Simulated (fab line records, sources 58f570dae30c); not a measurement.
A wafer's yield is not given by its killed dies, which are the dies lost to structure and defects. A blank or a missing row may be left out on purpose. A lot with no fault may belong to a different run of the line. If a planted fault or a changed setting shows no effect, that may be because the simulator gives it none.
Which tool was responsible? | flow berkeley-cmos170 | Sampling: 24 lots, 72 wafers, 6 of 331 route steps

WHAT EACH GAUGE READ, for each wafer
UCB170_SILICIDE_THK_MEAS_03: measures by xrf. Usual: SILICIDE_TI_THK typically reads 30.0 nm, with standard deviation 0.54.
lot  | measured     | on            | SILICIDE_TI_THK (nm) | flag
L074 | day 6 23:23  | film-metro-02 | 29.8 29.5 29.5       |
L076 | day 7 09:23  | film-metro-02 | 30.1 29.1 29.6       |
L075 | day 7 09:49  | film-metro-01 | 30.6 30.2 30.1       |
L079 | day 8 01:41  | film-metro-04 | 30.0 29.8 30.0       |
L078 | day 8 01:50  | film-metro-01 | 29.6 30.0 30.1       |
L077 | day 8 02:19  | film-metro-01 | 30.1 29.9 29.9       |
L080 | day 8 02:34  | film-metro-01 | 30.0 29.9 29.6       |
L081 | day 8 02:59  | film-metro-01 | 30.1 30.1 30.8       |
L082 | day 8 14:23  | film-metro-02 | 29.9 30.0 30.2       |
L086 | day 9 04:34  | film-metro-02 | 30.0 30.4 30.4       |
L083 | day 9 04:40  | film-metro-04 | 30.7 31.2 31.4       |
L084 | day 9 04:47  | film-metro-02 | 29.2 29.0 29.0       |
L085 | day 9 05:08  | film-metro-04 | 30.5 31.1 30.9       |
L087 | day 9 12:03  | film-metro-02 | 29.5 29.1 29.5       |
L088 | day 9 19:16  | film-metro-04 | 30.1 30.3 30.0       |
L089 | day 9 19:36  | film-metro-01 | 30.7 30.4 30.1       |
L091 | day 10 04:28 | film-metro-04 | 30.3 30.3 30.4       |
L094 | day 10 12:32 | film-metro-02 | 30.8 30.2 31.3       |
L092 | day 10 12:56 | film-metro-02 | 29.0 29.3 29.6       |
L090 | day 10 13:03 | film-metro-01 | 29.8 29.4 29.7       |
L093 | day 10 13:10 | film-metro-04 | 30.5 30.5 30.9       |
L095 | day 10 20:37 | film-metro-02 | 29.3 29.3 29.5       |
L096 | day 10 20:39 | film-metro-04 | 30.3 29.8 30.6       |
L097 | day 11 15:03 | film-metro-02 | 29.2 29.3 29.2       |

UCB170_CONTACT_CD_MEAS_90: target cd 700 nm. Usual: cd-nm 699.9 nm, standard deviation 1.5.
lot  | measured     | on        | cd-nm (nm)        | flag
L074 | day 7 04:06  | cd-sem-01 | 699.0 698.8 699.4 |
L076 | day 7 13:48  | cd-sem-01 | 701.2 698.5 699.3 |
L075 | day 7 14:52  | cd-sem-01 | 700.1 698.5 699.3 |
L079 | day 8 07:57  | cd-sem-02 | 699.9 702.4 700.7 |
L078 | day 8 08:14  | cd-sem-01 | 701.3 700.1 702.8 |
L077 | day 8 08:11  | cd-sem-02 | 701.7 699.8 701.9 |
L080 | day 8 08:20  | cd-sem-02 | 701.9 701.6 702.7 |
L081 | day 8 08:34  | cd-sem-01 | 697.8 698.7 699.5 |
L082 | day 8 20:59  | cd-sem-01 | 699.4 699.9 699.6 |
L086 | day 9 08:57  | cd-sem-01 | 703.0 701.2 702.3 |
L083 | day 9 11:40  | cd-sem-01 | 702.2 699.3 700.4 |
L084 | day 9 11:35  | cd-sem-01 | 699.4 700.4 700.9 |
L085 | day 9 11:25  | cd-sem-01 | 700.5 700.3 701.7 |
L087 | day 9 17:43  | cd-sem-01 | 698.1 697.5 698.8 |
L088 | day 10 00:46 | cd-sem-01 | 698.7 697.5 699.7 |
L089 | day 10 02:19 | cd-sem-01 | 698.2 696.9 700.3 |
L091 | day 10 11:07 | cd-sem-01 | 698.8 697.2 699.9 |
L094 | day 10 16:59 | cd-sem-01 | 699.2 699.9 697.5 |
L092 | day 10 19:02 | cd-sem-01 | 699.0 698.9 697.3 |
L090 | day 10 19:37 | cd-sem-01 | 697.3 699.2 698.7 |
L093 | day 10 19:21 | cd-sem-01 | 700.0 699.7 700.1 |
L095 | day 11 05:01 | cd-sem-01 | 702.5 701.2 701.5 |
L096 | day 11 05:16 | cd-sem-01 | 697.9 699.0 699.0 |
L097 | day 11 19:25 | cd-sem-01 | 700.0 700.5 700.6 |

UCB170_M3_CD_MEAS_90: target cd 700 nm. Usual: cd-nm 700 nm, standard deviation 3.3.
lot  | measured     | on        | cd-nm (nm)  | flag
L074 | day 8 00:14  | cd-sem-01 | 700 698 698 |
L076 | day 8 09:56  | cd-sem-01 | 701 701 703 |
L075 | day 8 10:44  | cd-sem-01 | 694 696 694 |
L079 | day 9 00:29  | cd-sem-01 | 702 698 704 |
L078 | day 9 07:07  | cd-sem-01 | 704 705 705 |
L077 | day 9 01:42  | cd-sem-01 | 697 699 699 |
L080 | day 9 07:15  | cd-sem-01 | 694 701 694 |
L081 | day 9 07:29  | cd-sem-01 | 698 700 700 |
L082 | day 9 16:04  | cd-sem-01 | 701 703 696 |
L086 | day 10 07:56 | cd-sem-01 | 702 705 705 |
L083 | day 10 09:05 | cd-sem-01 | 699 700 702 |
L084 | day 10 08:50 | cd-sem-01 | 691 700 694 |
L085 | day 10 08:11 | cd-sem-01 | 699 698 700 |
L087 | day 10 13:11 | cd-sem-01 | 699 699 699 |
L088 | day 10 19:58 | cd-sem-01 | 695 696 699 |
L089 | day 10 20:18 | cd-sem-01 | 697 698 698 |
L091 | day 11 13:45 | cd-sem-01 | 707 707 706 |
L094 | day 11 14:05 | cd-sem-01 | 696 699 701 |
L092 | day 11 15:40 | cd-sem-01 | 700 705 704 |
L090 | day 11 15:53 | cd-sem-01 | 697 699 698 |
L093 | day 11 14:55 | cd-sem-01 | 700 703 698 |
L095 | day 12 01:53 | cd-sem-01 | 696 701 697 |
L096 | day 12 02:00 | cd-sem-02 | 702 697 698 |
L097 | day 12 13:02 | cd-sem-01 | 699 700 703 |

UCB170_M3_BOW_MEAS_20. Usual: M3_BOW typically reads 35 um, with standard deviation 6.6.
lot  | measured     | on            | M3_BOW (um) | flag
L074 | day 8 00:21  | film-metro-03 | 38 35 39    |
L076 | day 8 10:03  | film-metro-01 | 37 31 29    |
L075 | day 8 10:51  | film-metro-03 | 41 17 40    |
L079 | day 9 00:36  | film-metro-03 | 30 38 35    |
L078 | day 9 07:14  | film-metro-03 | 34 37 32    |
L077 | day 9 01:49  | film-metro-01 | 43 38 30    |
L080 | day 9 07:22  | film-metro-04 | 37 38 30    |
L081 | day 9 07:37  | film-metro-03 | 47 36 45    |
L082 | day 9 16:11  | film-metro-03 | 51 23 34    |
L086 | day 10 08:04 | film-metro-01 | 35 30 30    |
L083 | day 10 09:12 | film-metro-01 | 26 37 36    |
L084 | day 10 08:57 | film-metro-04 | 38 37 36    |
L085 | day 10 08:19 | film-metro-01 | 40 24 32    |
L087 | day 10 13:18 | film-metro-03 | 32 32 34    |
L088 | day 10 20:17 | film-metro-01 | 26 44 40    |
L089 | day 10 20:25 | film-metro-01 | 37 32 29    |
L091 | day 11 13:52 | film-metro-04 | 40 42 44    |
L094 | day 11 14:12 | film-metro-01 | 20 41 24    |
L092 | day 11 15:47 | film-metro-03 | 25 45 30    |
L090 | day 11 16:01 | film-metro-03 | 29 27 38    |
L093 | day 11 15:03 | film-metro-01 | 42 30 42    |
L095 | day 12 02:00 | film-metro-01 | 35 32 36    |
L096 | day 12 02:07 | film-metro-04 | 47 36 29    |
L097 | day 12 13:10 | film-metro-03 | 36 38 37    |

TOOL THAT RAN EACH LOT (tool first, then ch and the chambers of the sampled wafers, then the start)
lot  | UCB170_SDANNEAL_RTA_01           | UCB170_SILICIDE_RTA_04
L074 | rtp-anneal-02 ch 0, day 6 22:38  | rtp-anneal-01 ch 0, day 6 23:28
L076 | rtp-anneal-02 ch 0, day 7 08:37  | rtp-anneal-02 ch 0, day 7 09:27
L075 | rtp-anneal-01 ch 0, day 7 09:04  | rtp-anneal-01 ch 0, day 7 09:53
L079 | rtp-anneal-02 ch 0, day 8 00:56  | rtp-anneal-02 ch 0, day 8 01:45
L078 | rtp-anneal-01 ch 0, day 8 01:05  | rtp-anneal-02 ch 0, day 8 01:54
L077 | rtp-anneal-02 ch 0, day 8 01:23  | rtp-anneal-02 ch 0, day 8 02:22
L080 | rtp-anneal-01 ch 0, day 8 01:49  | rtp-anneal-01 ch 0, day 8 02:38
L081 | rtp-anneal-01 ch 0, day 8 02:12  | rtp-anneal-02 ch 0, day 8 03:03
L082 | rtp-anneal-02 ch 0, day 8 13:38  | rtp-anneal-01 ch 0, day 8 14:27
L086 | rtp-anneal-01 ch 0, day 9 03:49  | rtp-anneal-01 ch 0, day 9 04:37
L083 | rtp-anneal-02 ch 0, day 9 03:53  | rtp-anneal-02 ch 0, day 9 04:44
L084 | rtp-anneal-01 ch 0, day 9 04:02  | rtp-anneal-01 ch 0, day 9 04:51
L085 | rtp-anneal-02 ch 0, day 9 04:13  | rtp-anneal-02 ch 0, day 9 05:11
L087 | rtp-anneal-01 ch 0, day 9 11:17  | rtp-anneal-02 ch 0, day 9 12:07
L088 | rtp-anneal-02 ch 0, day 9 18:31  | rtp-anneal-02 ch 0, day 9 19:20
L089 | rtp-anneal-01 ch 0, day 9 18:50  | rtp-anneal-01 ch 0, day 9 19:40
L091 | rtp-anneal-02 ch 0, day 10 03:42 | rtp-anneal-01 ch 0, day 10 04:32
L094 | rtp-anneal-02 ch 0, day 10 11:47 | rtp-anneal-02 ch 0, day 10 12:36
L092 | rtp-anneal-02 ch 0, day 10 12:11 | rtp-anneal-02 ch 0, day 10 13:00
L090 | rtp-anneal-02 ch 0, day 10 12:18 | rtp-anneal-02 ch 0, day 10 13:07
L093 | rtp-anneal-02 ch 0, day 10 12:25 | rtp-anneal-02 ch 0, day 10 13:14
L095 | rtp-anneal-02 ch 0, day 10 19:47 | rtp-anneal-02 ch 0, day 10 20:41
L096 | rtp-anneal-01 ch 0, day 10 19:53 | rtp-anneal-01 ch 0, day 10 20:43
L097 | rtp-anneal-01 ch 0, day 11 14:18 | rtp-anneal-02 ch 0, day 11 15:07
- UCB170_SDANNEAL_RTA_01: time 5 s.
- UCB170_SILICIDE_RTA_04: time 15 s.

AS READ BY THE TOOLS THEMSELVES (means over the sampled wafers that have a number; for cases with no such wafer, the mark the record gives instead)
UCB170_SDANNEAL_RTA_01. Usual: lamp-power-pct 39.0 %, standard deviation 2.1; wafer_temp_C_max 1056.8, standard deviation 2.1.
lot  | tool          | lamp-power-pct (%) | wafer_temp_C_max | flag
L074 | rtp-anneal-02 | 40.8               | 1059.0           |
L076 | rtp-anneal-02 | 40.8               | 1058.8           |
L075 | rtp-anneal-01 | 36.5               | 1054.2           |
L079 | rtp-anneal-02 | 40.7               | 1057.2           |
L078 | rtp-anneal-01 | 36.5               | 1055.5           |
L077 | rtp-anneal-02 | 40.8               | 1057.4           |
L080 | rtp-anneal-01 | 36.5               | 1054.4           |
L081 | rtp-anneal-01 | 36.5               | 1055.2           |
L082 | rtp-anneal-02 | 40.7               | 1059.1           |
L086 | rtp-anneal-01 | 36.5               | 1055.4           |
L083 | rtp-anneal-02 | 40.7               | 1060.1           |
L084 | rtp-anneal-01 | 36.5               | 1053.3           |
L085 | rtp-anneal-02 | 40.8               | 1059.6           |
L087 | rtp-anneal-01 | 36.5               | 1054.6           |
L088 | rtp-anneal-02 | 40.7               | 1058.0           |
L089 | rtp-anneal-01 | 36.5               | 1054.6           |
L091 | rtp-anneal-02 | 40.8               | 1057.9           |
L094 | rtp-anneal-02 | 40.8               | 1057.8           |
L092 | rtp-anneal-02 | 40.8               | 1058.2           |
L090 | rtp-anneal-02 | 40.7               | 1057.3           |
L093 | rtp-anneal-02 | 40.8               | 1057.3           |
L095 | rtp-anneal-02 | 40.7               | 1056.7           |
L096 | rtp-anneal-01 | 36.5               | 1055.5           |
L097 | rtp-anneal-01 | 36.4               | 1054.2           |

UCB170_SILICIDE_RTA_04. Usual: lamp-power-pct 10.9 %, standard deviation 0.58; wafer_temp_C_max 654.4, standard deviation 1.5.
lot  | tool          | lamp-power-pct (%) | wafer_temp_C_max | flag
L074 | rtp-anneal-01 | 10.1               | 652.0            |
L076 | rtp-anneal-02 | 11.3               | 654.9            |
L075 | rtp-anneal-01 | 10.1               | 652.3            |
L079 | rtp-anneal-02 | 11.3               | 654.7            |
L078 | rtp-anneal-02 | 11.3               | 654.9            |
L077 | rtp-anneal-02 | 11.3               | 654.9            |
L080 | rtp-anneal-01 | 10.1               | 652.7            |
L081 | rtp-anneal-02 | 11.3               | 656.5            |
L082 | rtp-anneal-01 | 10.1               | 653.3            |
L086 | rtp-anneal-01 | 10.1               | 653.5            |
L083 | rtp-anneal-02 | 11.3               | 655.5            |
L084 | rtp-anneal-01 | 10.1               | 653.1            |
L085 | rtp-anneal-02 | 11.3               | 656.3            |
L087 | rtp-anneal-02 | 11.3               | 654.5            |
L088 | rtp-anneal-02 | 11.3               | 655.1            |
L089 | rtp-anneal-01 | 10.1               | 652.9            |
L091 | rtp-anneal-01 | 10.1               | 652.5            |
L094 | rtp-anneal-02 | 11.3               | 655.6            |
L092 | rtp-anneal-02 | 11.3               | 655.1            |
L090 | rtp-anneal-02 | 11.3               | 655.0            |
L093 | rtp-anneal-02 | 11.3               | 656.6            |
L095 | rtp-anneal-02 | 11.3               | 655.5            |
L096 | rtp-anneal-01 | 10.1               | 652.9            |
L097 | rtp-anneal-02 | 11.3               | 654.3            |

THE ANSWER, worked out from the rows above alone
Rule: lot off if the mean of its wafers having a number is beyond 3 standard deviations from the usual mean. A lot without any number at a reading at which 4 lots or more have one is off too. Where the step has rows for the other lots, those lots are counted as sound. Order of review: gauges by route order, followed by the tools' own readings, for which a lot's mean as printed above is used. The first step at which some lot is off is used, and at that step the reading that is off furthest; a lot without a number counts as furthest.
Nothing can be told from this: no lot is off at any reading shown.

WHAT HAD BEEN PUT IN BY THE SIMULATOR
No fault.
